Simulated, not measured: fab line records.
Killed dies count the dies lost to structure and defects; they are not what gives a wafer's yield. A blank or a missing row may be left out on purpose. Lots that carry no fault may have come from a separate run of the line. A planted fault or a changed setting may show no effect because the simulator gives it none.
The same fault as seen by 2 desks -- flow berkeley_cmos170 -- what lay behind the numbers comes last; until then each desk has only its own

## THE METROLOGY DESK
Means of the sampled wafers that have a number, per lot and without regard to the tool the lot ran on: this is what the gauges read. The brackets show how far a lot's mean lies from the usual mean; more than 4 standard deviations puts the lot out of limits, marked OUT.
Columns: A = SILICIDE_TI_THK at UCB170_SILICIDE_THK_MEAS_03, usual 30.2 nm; B = M1_AL_RS at UCB170_M1_RS_MEAS_01, usual 0.0484 ohm/sq; C = M1_AL_THK at UCB170_M1_THK_MEAS_02, usual 587 nm
lot,first seen here,A,B,C
L557,day 6 19:43,30.8,0.0482,595
L559,day 7 16:20,31.0,0.0487,590
L560,day 7 16:30,29.9,0.0483,587
L558,day 7 16:54,29.7,0.0480,591
L561,day 8 02:50,29.5,0.0492,576
L563,day 8 11:47,29.6,0.0490,577
L565,day 8 19:34,30.0,0.0481,588
L568,day 9 10:05,30.3,0.0484,589
L567,day 9 10:37,30.2,0.0478,592
L573,day 10 13:12,30.6,0.0514 (+6.5) OUT,552 (-5.4) OUT
L575,day 10 13:38,30.2,0.0487,584
L574,day 10 13:44,30.2,0.0514 (+6.5) OUT,556 (-4.8) OUT
L576,day 11 17:16,30.0,0.0488,587
L577,day 11 17:44,30.0,0.0493,571
This desk's finding: out of limits on L573, L574; first on L573, day 10 18:16 (M1_AL_RS at UCB170_M1_RS_MEAS_01). L557, L559, L560, L558, L561, L563, L565, L568, L567, L575, L576, L577: within limits.

## THE TOOL OWNER'S DESK: pvd_sputter-04
The tool's own readings at UCB170_M1_SPUTTER_00 (material Al, target thk 600 nm, time 80 s): means of the sampled wafers that have a number, for each lot that ran on this tool. The brackets show how far a lot's mean lies from the usual mean; more than 4 standard deviations puts the lot out of limits, marked OUT.
Columns: A = cathode_dc_power_W at UCB170_M1_SPUTTER_00, usual 6000.0 W; B = throttle_valve_pct at UCB170_M1_SPUTTER_00, usual 30.3 %
lot,first seen here,A,B
L557,day 7 02:37,6001.3,30.4
L559,day 7 22:07,5999.7,30.3
L563,day 8 16:26,6000.2,30.3
L565,day 9 00:23,5999.0,30.4
L573,day 10 18:12,5999.6,30.9
L574,day 10 19:57,6000.5,30.7
This desk found nothing out of limits on any of the 6 lots.

## ALL TOGETHER
On L573, L574, the metrology desk was in a position to raise an alarm at day 10 18:16.
The desk of the tool owner found nothing out of limits.
Tool owner's desk: L573, L574 on record, inside its limits.
All the named lots went through UCB170_M1_SPUTTER_00 on pvd_sputter-04.

## WHAT THE SIMULATOR HAD INSERTED
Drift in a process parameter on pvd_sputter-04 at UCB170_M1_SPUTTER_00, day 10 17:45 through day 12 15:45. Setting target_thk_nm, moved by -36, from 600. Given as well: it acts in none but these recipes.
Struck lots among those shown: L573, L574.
Delay in hours, fault start to first out-of-limits reading, per desk: metrology desk 1.
